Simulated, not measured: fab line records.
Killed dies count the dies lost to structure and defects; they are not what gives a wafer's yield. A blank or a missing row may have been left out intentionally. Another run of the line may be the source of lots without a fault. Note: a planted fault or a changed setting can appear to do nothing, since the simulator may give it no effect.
Lot-split experiment -- flow berkeleyCmos170 -- route with 331 steps; 5 lots, 27 wafers read

== ON THE SPLIT ==
At UCB170_NWELL_ETCH_13 (etches Si3N4 in CH3F/Ar/O2, stops on SiO2, target depth 246.4 nm, time 154 s), the setting targetDepthA was moved away from the recipe's 2464 angstrom on 6 of the 27 wafers read, by -47.8% to -20.0%. This setting was run at the recipe's value on the other wafers.

The reading comes from the split's own step.

== THE READING ==
KrF_of_NWELL_COAT_07.thkNm (the simulator's own value, which no gauge read), in nm, at UCB170_NWELL_ETCH_13 (etches Si3N4 in CH3F/Ar/O2, stops on SiO2, target depth 246.4 nm, time 154 s). No usual value for it is given in the file. The 21 wafers here that ran the recipe average 720.2 nm, standard deviation 2.9 nm.

wafer,"tool, chamber at the split","targetDepthA as run, angstrom",against the recipe,"KrF_of_NWELL_COAT_07.thkNm, nm",against lot-mates on the recipe
L074.1,"rieDiel-01, 1",2464,recipe,720.8,-
L074.2,"rieDiel-01, 0",2464,recipe,720.8,-
L074.3,"rieDiel-01, 2",2464,recipe,718.7,-
L074.4,"rieDiel-01, 3",2464,recipe,716,-
L074.5,"rieDiel-01, 0",2464,recipe,722.1,-
L074.6,"rieDiel-01, 1",2464,recipe,720.8,-
L080.1,"rieDiel-03, 2",2464,recipe,719.4,-
L080.2,"rieDiel-03, 0",1286,-47.8%,798.1,+78.0
L080.3,"rieDiel-03, 3",1286,-47.8%,796.7,+76.6
L080.4,"rieDiel-03, 2",2464,recipe,720.1,-
L080.5,"rieDiel-03, 3",2464,recipe,720.7,-
L080.6,"rieDiel-03, 0",1286,-47.8%,801,+80.9
L081.1,"rieDiel-02, 0",2464,recipe,727.8,-
L081.2,"rieDiel-02, 3",2464,recipe,719.7,-
L081.3,"rieDiel-02, 1",2464,recipe,717.7,-
L081.4,"rieDiel-02, 2",2464,recipe,722,-
L081.5,"rieDiel-02, 0",2464,recipe,725.2,-
L081.6,"rieDiel-02, 1",2464,recipe,720.1,-
L082.1,"rieDiel-01, 1",2464,recipe,715.4,-
L082.2,"rieDiel-01, 2",1971,-20.0%,751.3,+35.1
L082.3,"rieDiel-01, 3",1971,-20.0%,751,+34.8
L082.4,"rieDiel-01, 0",1971,-20.0%,751.6,+35.4
L082.5,"rieDiel-01, 1",2464,recipe,716.2,-
L082.6,"rieDiel-01, 2",2464,recipe,717,-
L085.1,"rieDiel-01, 2",2464,recipe,721.5,-
L085.4,"rieDiel-01, 3",2464,recipe,721.9,-
L085.5,"rieDiel-01, 1",2464,recipe,720.8,-

THE FIT
A straight line over all 27 wafers: KrF_of_NWELL_COAT_07.thkNm changes by -1.63 nm for each +1% of targetDepthA; r = -0.99; the points scatter about the line by 2.8 nm.
The same after taking each lot's own level away (the mean of its wafers on the recipe; 27 wafers): -1.66 nm for each +1%; r = -1.00; scatter 2.2 nm.
According to that fit, moving targetDepthA by its largest amount changes the reading by 79 nm.
The lots' own levels span 716.20 to 722.08 nm, that is 2.1 times the standard deviation above.
So the lot-to-lot level changes the slope little: the two slopes agree.
Check: for one of the wafers moved furthest among these (-47.8%), held out of the fit, the line's prediction against its lot-mates is +79.8 nm. Against them it came out at +78 nm.

== THE WHOLE CHAIN: every reading that the file lists as answering this split, in the file's order ==
step,what it does,reading,change (the file's fit),r (the file's)
UCB170_NWELL_ETCH_13,"etches Si3N4 in CH3F/Ar/O2, stops on SiO2, target depth 246.4 nm, time 154 s","etch.depthNm (the simulator's own value, which no gauge read)",+1.87 nm for each +1% of the setting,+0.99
UCB170_NWELL_ETCH_13,"etches Si3N4 in CH3F/Ar/O2, stops on SiO2, target depth 246.4 nm, time 154 s","KrF_of_NWELL_COAT_07.thkNm (the simulator's own value, which no gauge read)",-1.66 nm for each +1% of the setting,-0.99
UCB170_NWELL_STRIP_15,strips in O2,stripTimeToEndpointS,withheld for each +1% of the setting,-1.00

== THE FILE'S OWN FIT ==
KrF_of_NWELL_COAT_07.thkNm changes by -1.66 nm for each +1% of targetDepthA, r = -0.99.
